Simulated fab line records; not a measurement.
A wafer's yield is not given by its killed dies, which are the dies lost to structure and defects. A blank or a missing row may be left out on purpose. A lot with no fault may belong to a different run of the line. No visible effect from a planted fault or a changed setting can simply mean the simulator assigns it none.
fab line records :: flow rit-cmos :: part 2 of 2: steps 34 to 46 of 46
record
  lots=5
  wafers=15
  last-day=7
route steps=202 shown NSD@131 PSD@142 SDANNEAL@153 PLDD@159 NLDD@160 SILICIDE@161 CONTACT@168
lots that met no fault: from a run of the same line without faults
start-h: the number of hours between the record's first day and the start of the first shown wafer of the lot :: wait-h: how many hours have passed since the lot's step before this one :: " identical to the entry in the row above :: L1.1+2: several wafers, shown together as one row :: - no value present, or no start provided :: * or withheld: withheld :: < > ~ a bound
route shown NAME@n: NAME is a module with steps in the file, n the number in the route of the first one :: usual: average and standard deviation across the fault-free wafers :: same: alike in all rows :: chamber/n: place in a boat :: sites: each site's reading :: _std_site: the standard deviation of these :: _edge_site: mean of outer sites minus mean of inner sites :: radius-mm: for every site, how far away it sits from the centre of the wafer :: mask NAME#n: copy n :: behind: tool/chamber where the wafer was last shaped :: hold: the reason the lot was held/the length of the hold in hours/how it ended :: device: which transistor (n, p or np) failed to switch :: end of line: the same wafers' tests at the end of the route :: where a step has no rows: the recipe by itself :: killed: dies that structure and defects cost at the first sort, which is not the same as the wafer's yield :: map: dies across one wafer; x = killed, . = not, _ = none there
set.NAME: the setting as run; set.NAME@STEP: as run at that earlier step :: model.NAME: the simulator's own value behind a step, which no gauge read
lots seen at some steps along the route; tables by step, rows by wafer
services: a tool's chamber out of use, with start hour (start-h, from the record's first day; less than 0 if before it), hours out, and reason
## steps
# step RIT_SILICIDE_THK_MEAS_03
# recipe
  thk-meas-gauge=xrf
  reads=Ti_of_SILICIDE_SPUTTER_01
# usual
  SILICIDE_TI_THK=30.2/0.36
lot.wafer: L077.3
tool: film-metro-02
chamber: -
start-h: 64.77
wait-h: 0.1
SILICIDE_TI_THK[nm]: 29.9

lot.wafer: L077.4
tool: film-metro-02
chamber: -
start-h: 64.77
wait-h: 0.1
SILICIDE_TI_THK[nm]: 29.8

lot.wafer: L077.5
tool: film-metro-02
chamber: -
start-h: 64.77
wait-h: 0.1
SILICIDE_TI_THK[nm]: 30.0

lot.wafer: L078.1
tool: film-metro-02
chamber: -
start-h: 70.35
wait-h: 0.1
SILICIDE_TI_THK[nm]: 30.5

lot.wafer: L078.3
tool: film-metro-02
chamber: -
start-h: 70.35
wait-h: 0.1
SILICIDE_TI_THK[nm]: 30.3

lot.wafer: L078.4
tool: film-metro-02
chamber: -
start-h: 70.35
wait-h: 0.1
SILICIDE_TI_THK[nm]: 30.4

lot.wafer: L086.1
tool: film-metro-04
chamber: -
start-h: 119.14
wait-h: 0.1
SILICIDE_TI_THK[nm]: 30.4

lot.wafer: L086.2
tool: film-metro-04
chamber: -
start-h: 119.14
wait-h: 0.1
SILICIDE_TI_THK[nm]: 30.9

lot.wafer: L086.6
tool: film-metro-04
chamber: -
start-h: 119.14
wait-h: 0.1
SILICIDE_TI_THK[nm]: 30.4

lot.wafer: L095.2
tool: film-metro-02
chamber: -
start-h: 161.67
wait-h: 0.1
SILICIDE_TI_THK[nm]: 30.6

lot.wafer: L095.5
tool: film-metro-02
chamber: -
start-h: 161.67
wait-h: 0.1
SILICIDE_TI_THK[nm]: 30.7

lot.wafer: L095.6
tool: film-metro-02
chamber: -
start-h: 161.67
wait-h: 0.1
SILICIDE_TI_THK[nm]: 31.0

lot.wafer: L096.1
tool: film-metro-04
chamber: -
start-h: 165.16
wait-h: 0.1
SILICIDE_TI_THK[nm]: 30.9

lot.wafer: L096.2
tool: film-metro-04
chamber: -
start-h: 165.16
wait-h: 0.1
SILICIDE_TI_THK[nm]: 31.1

lot.wafer: L096.5
tool: film-metro-04
chamber: -
start-h: 165.16
wait-h: 0.1
SILICIDE_TI_THK[nm]: 30.9
# step RIT_SILICIDE_RTA_04
# recipe
  temp-c=650
  time-s=10
  idle-temp-c=25
  ramp-up-s=5
  ramp-down-s=5
  cool-to-c=25
  ambient=N2
# usual
  wafer_temp_C_max=654.8/0.99
lot.wafer: L077.3
tool: rtp-anneal-01
chamber: 0
start-h: 64.83
wait-h: 0.1
wafer_temp_C_max: 653.6

lot.wafer: L077.4
tool: rtp-anneal-01
chamber: 0
start-h: 64.83
wait-h: 0.1
wafer_temp_C_max: 653.2

lot.wafer: L077.5
tool: rtp-anneal-01
chamber: 0
start-h: 64.83
wait-h: 0.1
wafer_temp_C_max: 653.3

lot.wafer: L078.1
tool: rtp-anneal-02
chamber: 0
start-h: 70.41
wait-h: 0.1
wafer_temp_C_max: 654.7

lot.wafer: L078.3
tool: rtp-anneal-02
chamber: 0
start-h: 70.41
wait-h: 0.1
wafer_temp_C_max: 655.3

lot.wafer: L078.4
tool: rtp-anneal-02
chamber: 0
start-h: 70.41
wait-h: 0.1
wafer_temp_C_max: 656.4

lot.wafer: L086.1
tool: rtp-anneal-02
chamber: 0
start-h: 119.20
wait-h: 0.1
wafer_temp_C_max: 655.2

lot.wafer: L086.2
tool: rtp-anneal-02
chamber: 0
start-h: 119.20
wait-h: 0.1
wafer_temp_C_max: 656.9

lot.wafer: L086.6
tool: rtp-anneal-02
chamber: 0
start-h: 119.20
wait-h: 0.1
wafer_temp_C_max: 656.0

lot.wafer: L095.2
tool: rtp-anneal-01
chamber: 0
start-h: 161.73
wait-h: 0.1
wafer_temp_C_max: 653.7

lot.wafer: L095.5
tool: rtp-anneal-01
chamber: 0
start-h: 161.73
wait-h: 0.1
wafer_temp_C_max: 653.7

lot.wafer: L095.6
tool: rtp-anneal-01
chamber: 0
start-h: 161.73
wait-h: 0.1
wafer_temp_C_max: 653.3

lot.wafer: L096.1
tool: rtp-anneal-02
chamber: 0
start-h: 165.22
wait-h: 0.1
wafer_temp_C_max: 656.2

lot.wafer: L096.2
tool: rtp-anneal-02
chamber: 0
start-h: 165.22
wait-h: 0.1
wafer_temp_C_max: 655.6

lot.wafer: L096.5
tool: rtp-anneal-02
chamber: 0
start-h: 165.22
wait-h: 0.1
wafer_temp_C_max: 656.8
# step RIT_SILICIDE_WET_ETCH_05
# recipe
  chemistry=SPM
  target=Ti
  temp-c=90
  time-s=120
  dry=n2-spin
lot.wafer: L077.3+4+5
tool: wet-bench-02
chamber: 2
start-h: 64.87
wait-h: 0.0

lot.wafer: L078.1+3+4
tool: wet-bench-02
chamber: 2
start-h: 70.47
wait-h: 0.1

lot.wafer: L086.1+2+6
tool: wet-bench-03
chamber: 3
start-h: 119.27
wait-h: 0.1

lot.wafer: L095.2+5+6
tool: wet-bench-04
chamber: 2
start-h: 161.78
wait-h: 0.0

lot.wafer: L096.1+2+5
tool: wet-bench-02
chamber: 2
start-h: 165.29
wait-h: 0.1
# step RIT_SILICIDE_RTA_06
# recipe
  temp-c=750
  time-s=10
  idle-temp-c=25
  ramp-up-s=5
  ramp-down-s=10
  cool-to-c=25
  ambient=N2
# usual
  wafer_temp_C_max=755.3/1.1
lot.wafer: L077.3
tool: rtp-anneal-02
chamber: 0
start-h: 64.94
wait-h: 0.0
wafer_temp_C_max: 754.7

lot.wafer: L077.4
tool: rtp-anneal-02
chamber: 0
start-h: 64.94
wait-h: 0.0
wafer_temp_C_max: 755.4

lot.wafer: L077.5
tool: rtp-anneal-02
chamber: 0
start-h: 64.94
wait-h: 0.0
wafer_temp_C_max: 756.7

lot.wafer: L078.1
tool: rtp-anneal-01
chamber: 0
start-h: 70.52
wait-h: 0.0
wafer_temp_C_max: 754.3

lot.wafer: L078.3
tool: rtp-anneal-01
chamber: 0
start-h: 70.52
wait-h: 0.0
wafer_temp_C_max: 753.6

lot.wafer: L078.4
tool: rtp-anneal-01
chamber: 0
start-h: 70.52
wait-h: 0.0
wafer_temp_C_max: 754.6

lot.wafer: L086.1
tool: rtp-anneal-01
chamber: 0
start-h: 119.31
wait-h: 0.0
wafer_temp_C_max: 754.2

lot.wafer: L086.2
tool: rtp-anneal-01
chamber: 0
start-h: 119.31
wait-h: 0.0
wafer_temp_C_max: 754.3

lot.wafer: L086.6
tool: rtp-anneal-01
chamber: 0
start-h: 119.31
wait-h: 0.0
wafer_temp_C_max: 756.2

lot.wafer: L095.2
tool: rtp-anneal-02
chamber: 0
start-h: 161.84
wait-h: 0.0
wafer_temp_C_max: 755.2

lot.wafer: L095.5
tool: rtp-anneal-02
chamber: 0
start-h: 161.84
wait-h: 0.0
wafer_temp_C_max: 754.6

lot.wafer: L095.6
tool: rtp-anneal-02
chamber: 0
start-h: 161.84
wait-h: 0.0
wafer_temp_C_max: 754.9

lot.wafer: L096.1
tool: rtp-anneal-01
chamber: 0
start-h: 165.33
wait-h: 0.0
wafer_temp_C_max: 754.5

lot.wafer: L096.2
tool: rtp-anneal-01
chamber: 0
start-h: 165.33
wait-h: 0.0
wafer_temp_C_max: 754.0

lot.wafer: L096.5
tool: rtp-anneal-01
chamber: 0
start-h: 165.33
wait-h: 0.0
wafer_temp_C_max: 755.6
# step RIT_CONTACT_CVD_00
# recipe
  material=SiO2
  target-thk-nm=400
  precursor=TEOS
  temp-c=390
  time-s=61
  rf-w=400
# usual
  heater-power-w=314/47
lot.wafer: L077.3
tool: pecvd-02
chamber: 1
start-h: 64.98
wait-h: 0.0
heater-power-w: 336

lot.wafer: L077.4
tool: pecvd-02
chamber: 2
start-h: 64.98
wait-h: 0.0
heater-power-w: 280

lot.wafer: L077.5
tool: pecvd-02
chamber: 1
start-h: 64.98
wait-h: 0.0
heater-power-w: 349

lot.wafer: L078.1
tool: pecvd-01
chamber: 1
start-h: 70.58
wait-h: 0.1
heater-power-w: 328

lot.wafer: L078.3
tool: pecvd-01
chamber: 2
start-h: 70.58
wait-h: 0.1
heater-power-w: 251

lot.wafer: L078.4
tool: pecvd-01
chamber: 1
start-h: 70.58
wait-h: 0.1
heater-power-w: 349

lot.wafer: L086.1
tool: pecvd-02
chamber: 1
start-h: 119.44
wait-h: 0.1
heater-power-w: 344

lot.wafer: L086.2
tool: pecvd-02
chamber: 2
start-h: 119.44
wait-h: 0.1
heater-power-w: 326

lot.wafer: L086.6
tool: pecvd-02
chamber: 2
start-h: 119.44
wait-h: 0.1
heater-power-w: 337

lot.wafer: L095.2
tool: pecvd-02
chamber: 2
start-h: 161.89
wait-h: 0.0
heater-power-w: 347

lot.wafer: L095.5
tool: pecvd-02
chamber: 2
start-h: 161.89
wait-h: 0.0
heater-power-w: 362

lot.wafer: L095.6
tool: pecvd-02
chamber: 0
start-h: 161.89
wait-h: 0.0
heater-power-w: 364

lot.wafer: L096.1
tool: pecvd-01
chamber: 1
start-h: 165.40
wait-h: 0.1
heater-power-w: 410

lot.wafer: L096.2
tool: pecvd-01
chamber: 2
start-h: 165.40
wait-h: 0.1
heater-power-w: 284

lot.wafer: L096.5
tool: pecvd-01
chamber: 1
start-h: 165.40
wait-h: 0.1
heater-power-w: 300
# step RIT_CONTACT_THK_MEAS_01
# recipe
  reads=SiO2_of_CONTACT_CVD_00
# usual
  CONTACT_TEOS_THK=399/5
lot.wafer: L077.3
tool: film-metro-04
chamber: -
start-h: 65.05
wait-h: 0.0
CONTACT_TEOS_THK[nm]: 401

lot.wafer: L077.4
tool: film-metro-04
chamber: -
start-h: 65.05
wait-h: 0.0
CONTACT_TEOS_THK[nm]: 407

lot.wafer: L077.5
tool: film-metro-04
chamber: -
start-h: 65.05
wait-h: 0.0
CONTACT_TEOS_THK[nm]: 408

lot.wafer: L078.1
tool: film-metro-03
chamber: -
start-h: 70.64
wait-h: 0.0
CONTACT_TEOS_THK[nm]: 401

lot.wafer: L078.3
tool: film-metro-03
chamber: -
start-h: 70.64
wait-h: 0.0
CONTACT_TEOS_THK[nm]: 400

lot.wafer: L078.4
tool: film-metro-03
chamber: -
start-h: 70.64
wait-h: 0.0
CONTACT_TEOS_THK[nm]: 405

lot.wafer: L086.1
tool: film-metro-03
chamber: -
start-h: 119.49
wait-h: 0.0
CONTACT_TEOS_THK[nm]: 395

lot.wafer: L086.2
tool: film-metro-03
chamber: -
start-h: 119.49
wait-h: 0.0
CONTACT_TEOS_THK[nm]: 394

lot.wafer: L086.6
tool: film-metro-03
chamber: -
start-h: 119.49
wait-h: 0.0
CONTACT_TEOS_THK[nm]: 400

lot.wafer: L095.2
tool: film-metro-01
chamber: -
start-h: 161.95
wait-h: 0.0
CONTACT_TEOS_THK[nm]: 399

lot.wafer: L095.5
tool: film-metro-01
chamber: -
start-h: 161.95
wait-h: 0.0
CONTACT_TEOS_THK[nm]: 403

lot.wafer: L095.6
tool: film-metro-01
chamber: -
start-h: 161.95
wait-h: 0.0
CONTACT_TEOS_THK[nm]: 402

lot.wafer: L096.1
tool: film-metro-01
chamber: -
start-h: 165.45
wait-h: 0.0
CONTACT_TEOS_THK[nm]: 390

lot.wafer: L096.2
tool: film-metro-01
chamber: -
start-h: 165.45
wait-h: 0.0
CONTACT_TEOS_THK[nm]: 391

lot.wafer: L096.5
tool: film-metro-01
chamber: -
start-h: 165.45
wait-h: 0.0
CONTACT_TEOS_THK[nm]: 399
# step RIT_CONTACT_HMDS_02
# recipe
  prime-time-s=60
  prime-temp-c=140
lot.wafer: L077.3+4+5
tool: litho-track-02
chamber: 0
start-h: 65.14
wait-h: 0.1

lot.wafer: L078.1+3+4
tool: litho-track-03
chamber: 0
start-h: 70.70
wait-h: 0.1

lot.wafer: L086.1+2+6
tool: litho-track-03
chamber: 0
start-h: 119.55
wait-h: 0.1

lot.wafer: L095.2+5+6
tool: litho-track-03
chamber: 0
start-h: 162.03
wait-h: 0.1

lot.wafer: L096.1+2+5
tool: litho-track-02
chamber: 0
start-h: 165.51
wait-h: 0.1
# step RIT_CONTACT_COAT_03
# recipe
  resist=NOVOLAK
  spin-rpm=3250
  resist-thk-nm=1000
lot.wafer: L077.3+4+5
tool: litho-track-02
chamber: 0
start-h: 65.29
wait-h: 0.1

lot.wafer: L078.1+3+4
tool: litho-track-03
chamber: 0
start-h: 70.85
wait-h: 0.1

lot.wafer: L086.1+2+6
tool: litho-track-03
chamber: 0
start-h: 119.70
wait-h: 0.1

lot.wafer: L095.2+5+6
tool: litho-track-03
chamber: 0
start-h: 162.18
wait-h: 0.1

lot.wafer: L096.1+2+5
tool: litho-track-02
chamber: 0
start-h: 165.66
wait-h: 0.1
# step RIT_CONTACT_SOFTBAKE_04
# recipe
  resist=NOVOLAK
  temp-c=90
  time-s=60
lot.wafer: L077.3+4+5
tool: litho-track-02
chamber: 0
start-h: 65.44
wait-h: 0.1

lot.wafer: L078.1+3+4
tool: litho-track-03
chamber: 0
start-h: 71.00
wait-h: 0.1

lot.wafer: L086.1+2+6
tool: litho-track-03
chamber: 0
start-h: 119.85
wait-h: 0.1

lot.wafer: L095.2+5+6
tool: litho-track-03
chamber: 0
start-h: 162.33
wait-h: 0.1

lot.wafer: L096.1+2+5
tool: litho-track-02
chamber: 0
start-h: 165.81
wait-h: 0.1
# step RIT_CONTACT_EXPOSE_05
# recipe
  mask-id=M11
  na=0.6
  source-shape=conventional
  sigma-outer=0.5
  target-cd-nm=1000
  dose-mj=250
# usual
  focus-offset-nm=-0.1/0.49
lot.wafer: L077.3
tool: iline-stepper-01
chamber: 0
start-h: 65.58
wait-h: 0.1
mask: M11#0
focus-offset-nm: -0.3

lot.wafer: L077.4
tool: iline-stepper-01
chamber: 0
start-h: 65.58
wait-h: 0.1
mask: M11#0
focus-offset-nm: -0.5

lot.wafer: L077.5
tool: iline-stepper-01
chamber: 0
start-h: 65.58
wait-h: 0.1
mask: M11#0
focus-offset-nm: -0.3

lot.wafer: L078.1
tool: iline-stepper-02
chamber: 0
start-h: 71.27
wait-h: 0.2
mask: M11#0
focus-offset-nm: 0.2

lot.wafer: L078.3
tool: iline-stepper-02
chamber: 0
start-h: 71.27
wait-h: 0.2
mask: M11#0
focus-offset-nm: -0.3

lot.wafer: L078.4
tool: iline-stepper-02
chamber: 0
start-h: 71.27
wait-h: 0.2
mask: M11#0
focus-offset-nm: 0.0

lot.wafer: L086.1
tool: iline-stepper-01
chamber: 0
start-h: 120.13
wait-h: 0.2
mask: M11#0
focus-offset-nm: -0.1

lot.wafer: L086.2
tool: iline-stepper-01
chamber: 0
start-h: 120.13
wait-h: 0.2
mask: M11#0
focus-offset-nm: -0.1

lot.wafer: L086.6
tool: iline-stepper-01
chamber: 0
start-h: 120.13
wait-h: 0.2
mask: M11#0
focus-offset-nm: -0.6

lot.wafer: L095.2
tool: iline-stepper-02
chamber: 0
start-h: 162.47
wait-h: 0.1
mask: M11#0
focus-offset-nm: -0.2

lot.wafer: L095.5
tool: iline-stepper-02
chamber: 0
start-h: 162.47
wait-h: 0.1
mask: M11#0
focus-offset-nm: -0.4

lot.wafer: L095.6
tool: iline-stepper-02
chamber: 0
start-h: 162.47
wait-h: 0.1
mask: M11#0
focus-offset-nm: 0.0

lot.wafer: L096.1
tool: iline-stepper-01
chamber: 0
start-h: 166.08
wait-h: 0.2
mask: M11#0
focus-offset-nm: -0.1

lot.wafer: L096.2
tool: iline-stepper-01
chamber: 0
start-h: 166.08
wait-h: 0.2
mask: M11#0
focus-offset-nm: 0.2

lot.wafer: L096.5
tool: iline-stepper-01
chamber: 0
start-h: 166.08
wait-h: 0.2
mask: M11#0
focus-offset-nm: 0.0
# step RIT_CONTACT_PEB_06
# recipe
  resist=NOVOLAK
  temp-c=withheld
  time-s=withheld
lot.wafer: L077.3+4+5
tool: litho-track-03
chamber: 0
start-h: 65.90
wait-h: 0.3

lot.wafer: L078.1+3+4
tool: litho-track-03
chamber: 0
start-h: 71.39
wait-h: 0.1

lot.wafer: L086.1+2+6
tool: litho-track-02
chamber: 0
start-h: 120.24
wait-h: 0.1

lot.wafer: L095.2+5+6
tool: litho-track-02
chamber: 0
start-h: 162.59
wait-h: 0.1

lot.wafer: L096.1+2+5
tool: litho-track-04
chamber: 0
start-h: 166.20
wait-h: 0.1
# step RIT_CONTACT_DEVELOP_07
# recipe
  resist=NOVOLAK
  develop-time-s=120
  dev-temp-c=23
lot.wafer: L077.3+4+5
tool: litho-track-03
chamber: 0
start-h: -
wait-h: -

lot.wafer: L078.1+3+4
tool: litho-track-03
chamber: 0
start-h: -
wait-h: -

lot.wafer: L086.1+2+6
tool: litho-track-02
chamber: 0
start-h: -
wait-h: -

lot.wafer: L095.2+5+6
tool: litho-track-02
chamber: 0
start-h: -
wait-h: -

lot.wafer: L096.1+2+5
tool: litho-track-04
chamber: 0
start-h: -
wait-h: -
# step RIT_CONTACT_CD_MEAS_08
# recipe
  target-cd-nm=1000
# usual
  cd-nm=1000.5/2.3
lot.wafer: L077.3
tool: cd-sem-02
chamber: -
start-h: 66.29
wait-h: -
cd-nm: 996.7

lot.wafer: L077.4
tool: cd-sem-02
chamber: -
start-h: 66.29
wait-h: -
cd-nm: 998.2

lot.wafer: L077.5
tool: cd-sem-02
chamber: -
start-h: 66.29
wait-h: -
cd-nm: 999.9

lot.wafer: L078.1
tool: cd-sem-01
chamber: -
start-h: 71.79
wait-h: -
cd-nm: 1000.8

lot.wafer: L078.3
tool: cd-sem-01
chamber: -
start-h: 71.79
wait-h: -
cd-nm: 999.9

lot.wafer: L078.4
tool: cd-sem-01
chamber: -
start-h: 71.79
wait-h: -
cd-nm: 1001.4

lot.wafer: L086.1
tool: cd-sem-02
chamber: -
start-h: 120.64
wait-h: -
cd-nm: 1001.5

lot.wafer: L086.2
tool: cd-sem-02
chamber: -
start-h: 120.64
wait-h: -
cd-nm: 1000.8

lot.wafer: L086.6
tool: cd-sem-02
chamber: -
start-h: 120.64
wait-h: -
cd-nm: 1001.6

lot.wafer: L095.2
tool: cd-sem-02
chamber: -
start-h: 162.99
wait-h: -
cd-nm: 1002.3

lot.wafer: L095.5
tool: cd-sem-02
chamber: -
start-h: 162.99
wait-h: -
cd-nm: 1000.9

lot.wafer: L095.6
tool: cd-sem-02
chamber: -
start-h: 162.99
wait-h: -
cd-nm: 1002.6

lot.wafer: L096.1
tool: cd-sem-02
chamber: -
start-h: 166.60
wait-h: -
cd-nm: 999.1

lot.wafer: L096.2
tool: cd-sem-02
chamber: -
start-h: 166.60
wait-h: -
cd-nm: 997.0

lot.wafer: L096.5
tool: cd-sem-02
chamber: -
start-h: 166.60
wait-h: -
cd-nm: 997.7
## services
tool: plasma-asher-04
chamber: -
start-h: 39.45
hours: 0.6
kind: repair

tool: pvd-sputter-01
chamber: -
start-h: 41.94
hours: 0.6
kind: repair

tool: implanter-01
chamber: -
start-h: 42.32
hours: 1.7
kind: repair

tool: implanter-03
chamber: -
start-h: 45.40
hours: 3.8
kind: pm

tool: pvd-sputter-04
chamber: -
start-h: 57.42
hours: 1.2
kind: repair

tool: pvd-sputter-01
chamber: -
start-h: 57.82
hours: 8.3
kind: repair

tool: implanter-04
chamber: -
start-h: 63.70
hours: 2.8
kind: pm

tool: implanter-02
chamber: -
start-h: 67.56
hours: 1.7
kind: repair

tool: plasma-asher-01
chamber: -
start-h: 73.99
hours: 2.6
kind: repair

tool: iline-stepper-02
chamber: -
start-h: 78.97
hours: 5.7
kind: repair

tool: implanter-02
chamber: -
start-h: 86.41
hours: 3.6
kind: repair

tool: implanter-02
chamber: -
start-h: 90.02
hours: 4.2
kind: pm

tool: iline-stepper-01
chamber: -
start-h: 90.59
hours: 1.7
kind: pm

tool: pvd-sputter-01
chamber: -
start-h: 96.90
hours: 34.4
kind: repair

tool: wet-bench-02
chamber: -
start-h: 99.21
hours: 6.7
kind: repair

tool: pvd-sputter-03
chamber: -
start-h: 100.29
hours: 3.2
kind: repair

tool: pvd-sputter-04
chamber: -
start-h: 102.50
hours: 2.4
kind: repair

tool: implanter-01
chamber: -
start-h: 103.71
hours: 3.1
kind: repair

tool: rtp-anneal-01
chamber: -
start-h: 104.43
hours: 1.3
kind: pm

tool: plasma-asher-02
chamber: -
start-h: 108.75
hours: 9.0
kind: pm

tool: plasma-asher-03
chamber: -
start-h: 111.94
hours: 2.0
kind: repair

tool: plasma-asher-01
chamber: -
start-h: 137.35
hours: 4.3
kind: pm

tool: pvd-sputter-04
chamber: -
start-h: 137.43
hours: 4.4
kind: repair

tool: plasma-asher-03
chamber: -
start-h: 139.40
hours: 2.8
kind: pm
